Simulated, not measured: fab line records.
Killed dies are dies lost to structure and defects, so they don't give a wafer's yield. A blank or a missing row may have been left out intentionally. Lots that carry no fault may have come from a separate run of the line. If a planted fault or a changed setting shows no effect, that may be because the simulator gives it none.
Struck lot and sound lot, side by side + flow rit-cmos + 14 steps out of a route of 202
Sound: the wafers L928.1, L928.2, L928.4. Wafers struck: L926.1, L926.5, L926.6. The cause is named last.
At each step with rows: each side's tool, then ch and its chambers, then its first start. Under that, the readings that differ: sound wafers + struck wafers + difference of the means + sigmas: that difference in standard deviations of wafers without a fault.
alike: words and numbers the same on both sides, and readings whose means are apart by under 2 such deviations; not compared: readings that were withheld, readings missing a value for some wafer, numbers with overlapping values and no deviation given by the record, and bounds like >300 which may hide the same value.
A row with sigmas, a row that says differs or no value, or rows on one side alone: a step with any of these is where the two part. Numbers that don't overlap but have no deviation are shown without sigmas and don't part them. A reading missing from all wafers of one side parts the sides only when that side holds two or more wafers.

first, 2 steps without rows for these wafers: RIT_NLDD_PEB_04; RIT_NLDD_DEVELOP_05 (develop time 50 s).
RIT_NLDD_OVL_MEAS_06:
  sound on overlay-01 at day 4 06:45; struck on overlay-01 at day 3 19:03
  alike: NLDD_OVL
then, 2 steps without rows for these wafers: RIT_NLDD_HARDBAKE_07 (time 60 s); RIT_NLDD_IMPLANT_08.
RIT_NLDD_STRIP_09: strips in O2, time 180 s.
  sound on plasma-asher-03 ch 0,1, day 4 07:05; struck on plasma-asher-02 ch 0,1, day 3 19:30
  alike: drypump-motor-current-A
  not compared: rf-hours-counter-h
RIT_NLDD_TW_MEAS_10:
  sound on film-metro-03 at day 4 07:16; struck on film-metro-02 at day 3 19:41
  alike: NLDD_TW
then, 5 steps without rows for these wafers: RIT_PLDD_HMDS_00 (prime time 60 s); RIT_PLDD_COAT_01 (resist thk 1000 nm); RIT_PLDD_SOFTBAKE_02 (time 60 s); RIT_PLDD_EXPOSE_03 (exposes mask M8, target cd 40900 nm); RIT_PLDD_PEB_04.
RIT_PLDD_DEVELOP_05: develop time 50 s.
  struck on litho-track-04, day 3 20:00; sound on litho-track-04 ch 0, day 4 08:00
  no value came back on the struck wafers for chill-plate-temp-C (C), develop-time-s (s); on the sound wafers chill-plate-temp-C (C) reads 23.01 23.07 22.93
RIT_PLDD_OVL_MEAS_06:
  sound on overlay-02 at day 4 08:20; struck on overlay-01 at day 3 20:53
| reading       | sound        | struck | difference                    | sigmas |
|---------------|--------------|--------|-------------------------------|--------|
| PLDD_OVL (nm) | 0.1 0.0 -0.2 | - - -  | no value on the struck wafers |        |

WHERE THEY PART
Last at RIT_PLDD_OVL_MEAS_06 as far as this record goes, first at RIT_PLDD_DEVELOP_05.

WHY: whatever the simulator had introduced
Whole step skipped at RIT_PLDD_DEVELOP_05 on litho-track-04, starting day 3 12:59. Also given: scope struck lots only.
